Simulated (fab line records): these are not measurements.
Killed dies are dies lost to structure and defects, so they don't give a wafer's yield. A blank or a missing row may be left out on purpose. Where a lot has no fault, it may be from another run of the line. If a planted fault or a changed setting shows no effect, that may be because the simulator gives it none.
Which tool is to blame? :: flow rit-cmos :: 14 lots, 42 wafers sampled, at 3 steps of a route of 202

## WHAT EACH GAUGE READ, for each wafer
RIT_NWELL_TW_MEAS_10. Usual: NWELL_TW gives 2148 (standard deviation 16).
lot: L962
measured: day 1 22:23
on: film-metro-03
NWELL_TW: 2156 2158 2151
flag: 

lot: L963
measured: day 2 02:25
on: film-metro-04
NWELL_TW: 2146 2140 2142
flag: 

lot: L964
measured: day 2 12:08
on: film-metro-03
NWELL_TW: 2162 2161 2165
flag: 

lot: L965
measured: day 2 14:46
on: film-metro-04
NWELL_TW: 2142 2149 2141
flag: 

lot: L966
measured: day 2 18:14
on: film-metro-03
NWELL_TW: 2157 2157 2145
flag: 

lot: L967
measured: day 3 00:53
on: film-metro-04
NWELL_TW: 2130 2129 2120
flag: 

lot: L969
measured: day 3 11:36
on: film-metro-03
NWELL_TW: 2164 2153 2153
flag: 

lot: L970
measured: day 3 17:57
on: film-metro-01
NWELL_TW: 2147 2154 2144
flag: 

lot: L971
measured: day 3 21:01
on: film-metro-03
NWELL_TW: 2163 2157 2160
flag: 

lot: L974
measured: day 4 11:53
on: film-metro-03
NWELL_TW: 2161 2157 2151
flag: 

lot: L976
measured: day 4 21:50
on: film-metro-03
NWELL_TW: 2169 2167 2175
flag: 

lot: L983
measured: day 6 07:14
on: film-metro-03
NWELL_TW: 2270 2281 2270
flag: OFF

lot: L984
measured: day 6 12:16
on: film-metro-04
NWELL_TW: 2220 2208 2207
flag: OFF

lot: L985
measured: day 6 19:56
on: film-metro-01
NWELL_TW: 2146 2138 2134
flag: 

RIT_WELLDRIVE_RS_MEAS_01: the measuring method here is four-point-probe. Usual: NWELL_RS gives 275.5 ohm/sq (standard deviation 0.92).
lot: L962
measured: day 2 05:05
on: film-metro-03
NWELL_RS (ohm/sq): 275.9 275.8 275.8
flag: 

lot: L963
measured: day 2 11:06
on: film-metro-03
NWELL_RS (ohm/sq): 275.5 275.3 276.4
flag: 

lot: L964
measured: day 2 19:25
on: film-metro-03
NWELL_RS (ohm/sq): 274.3 274.9 274.5
flag: 

lot: L965
measured: day 2 23:25
on: film-metro-04
NWELL_RS (ohm/sq): 275.2 274.3 274.3
flag: 

lot: L966
measured: day 3 01:04
on: film-metro-03
NWELL_RS (ohm/sq): 277.0 276.9 277.5
flag: 

lot: L967
measured: day 3 07:35
on: film-metro-04
NWELL_RS (ohm/sq): 276.4 276.0 275.1
flag: 

lot: L969
measured: day 3 20:28
on: film-metro-04
NWELL_RS (ohm/sq): 274.5 276.0 276.0
flag: 

lot: L970
measured: day 4 01:35
on: film-metro-01
NWELL_RS (ohm/sq): 276.1 276.3 276.6
flag: 

lot: L971
measured: day 4 06:27
on: film-metro-04
NWELL_RS (ohm/sq): 275.5 275.5 275.6
flag: 

lot: L974
measured: day 4 20:38
on: film-metro-04
NWELL_RS (ohm/sq): 276.6 275.8 276.3
flag: 

lot: L976
measured: day 5 05:28
on: film-metro-04
NWELL_RS (ohm/sq): 274.2 274.3 274.4
flag: 

lot: L983
measured: day 6 14:50
on: film-metro-03
NWELL_RS (ohm/sq): 251.9 252.1 251.5
flag: OFF

lot: L984
measured: day 6 20:16
on: film-metro-01
NWELL_RS (ohm/sq): 252.9 252.6 252.5
flag: OFF

lot: L985
measured: day 7 03:32
on: film-metro-04
NWELL_RS (ohm/sq): 275.9 275.0 275.1
flag: 

## WHAT TOOL EACH LOT RAN ON (gives the tool, then ch and the chambers of the sampled wafers, and finally the start)
lot: L962
RIT_NWELL_IMPLANT_08: implanter-04 ch 0, day 1 22:04

lot: L963
RIT_NWELL_IMPLANT_08: implanter-04 ch 0, day 2 02:06

lot: L964
RIT_NWELL_IMPLANT_08: implanter-02 ch 0, day 2 11:50

lot: L965
RIT_NWELL_IMPLANT_08: implanter-04 ch 0, day 2 14:26

lot: L966
RIT_NWELL_IMPLANT_08: implanter-04 ch 0, day 2 17:55

lot: L967
RIT_NWELL_IMPLANT_08: implanter-04 ch 0, day 3 00:34

lot: L969
RIT_NWELL_IMPLANT_08: implanter-01 ch 0, day 3 11:08

lot: L970
RIT_NWELL_IMPLANT_08: implanter-01 ch 0, day 3 17:38

lot: L971
RIT_NWELL_IMPLANT_08: implanter-02 ch 0, day 3 20:41

lot: L974
RIT_NWELL_IMPLANT_08: implanter-04 ch 0, day 4 11:34

lot: L976
RIT_NWELL_IMPLANT_08: implanter-01 ch 0, day 4 21:32

lot: L983
RIT_NWELL_IMPLANT_08: implanter-04 ch 0, day 6 06:57

lot: L984
RIT_NWELL_IMPLANT_08: implanter-04 ch 0, day 6 11:57

lot: L985
RIT_NWELL_IMPLANT_08: implanter-01 ch 0, day 6 19:37
- RIT_NWELL_IMPLANT_08

## WHAT THE TOOLS THEMSELVES READ (means of the sampled wafers that have a number; where no wafer has one, the mark that the record gives instead)
RIT_NWELL_IMPLANT_08. Usual: dose-ions-cm2 5.001e+13, standard deviation 5.4e+10; faraday-current-uA 158, standard deviation 3.1.
lot: L962
tool: implanter-04
dose-ions-cm2: 5.002e+13
faraday-current-uA: 158
flag: 

lot: L963
tool: implanter-04
dose-ions-cm2: 4.996e+13
faraday-current-uA: 160
flag: 

lot: L964
tool: implanter-02
dose-ions-cm2: 4.995e+13
faraday-current-uA: 159
flag: 

lot: L965
tool: implanter-04
dose-ions-cm2: 5.004e+13
faraday-current-uA: 157
flag: 

lot: L966
tool: implanter-04
dose-ions-cm2: 4.995e+13
faraday-current-uA: 159
flag: 

lot: L967
tool: implanter-04
dose-ions-cm2: 5.003e+13
faraday-current-uA: 157
flag: 

lot: L969
tool: implanter-01
dose-ions-cm2: 4.999e+13
faraday-current-uA: 159
flag: 

lot: L970
tool: implanter-01
dose-ions-cm2: 5.000e+13
faraday-current-uA: 159
flag: 

lot: L971
tool: implanter-02
dose-ions-cm2: 5.000e+13
faraday-current-uA: 156
flag: 

lot: L974
tool: implanter-04
dose-ions-cm2: 4.993e+13
faraday-current-uA: 160
flag: 

lot: L976
tool: implanter-01
dose-ions-cm2: 4.999e+13
faraday-current-uA: 158
flag: 

lot: L983
tool: implanter-04
dose-ions-cm2: 5.800e+13
faraday-current-uA: 180
flag: OFF

lot: L984
tool: implanter-04
dose-ions-cm2: 5.806e+13
faraday-current-uA: 183
flag: OFF

lot: L985
tool: implanter-01
dose-ions-cm2: 4.999e+13
faraday-current-uA: 159
flag: 

## THE ANSWER, worked out from the rows above alone
Rule: a lot counts as off when the mean over its wafers that have a number is more than 3 standard deviations away from the usual mean. Also off: a lot with no number at a reading for which 4 or more lots have one. Any other lot the step has rows for is counted as sound. Order of review: gauges by route order, followed by the tools' own readings, for which a lot's mean as printed above is used. At the first step where some lot is off, the reading lying furthest off is the one used; lots without a number count as furthest.
Off: L983, L984, seen at RIT_NWELL_TW_MEAS_10 (NWELL_TW).
If a tool, at a process step before that reading, ran all the lots that are off and no sound lot after the first of them, it fits. Not tried: the gauges at RIT_NWELL_TW_MEAS_10; whatever is off there is also off at RIT_NWELL_IMPLANT_08, on other tools, and gauge error can't account for it. One fits: implanter-04 at RIT_NWELL_IMPLANT_08. Its last sound lot is L974 (day 4 11:34), its first lot that is off L983 (day 6 06:57): a fault that began between those two fits.
The tool's own readings at RIT_NWELL_IMPLANT_08 bear it out: on the lots that are off they differ by more than 5 times the standard deviation of the sound lots' means. dose-ions-cm2 reads 5.803e+13 there against 4.999e+13 on the sound lots; faraday-current-uA reads 182 there against 158 on the sound lots.

## WHAT THE SIMULATOR HAD INSERTED
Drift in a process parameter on implanter-04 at RIT_NWELL_IMPLANT_08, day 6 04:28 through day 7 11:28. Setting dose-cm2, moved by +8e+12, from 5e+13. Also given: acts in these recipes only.
Shown lots that were struck: L983, L984. The rule above reached the same finding.
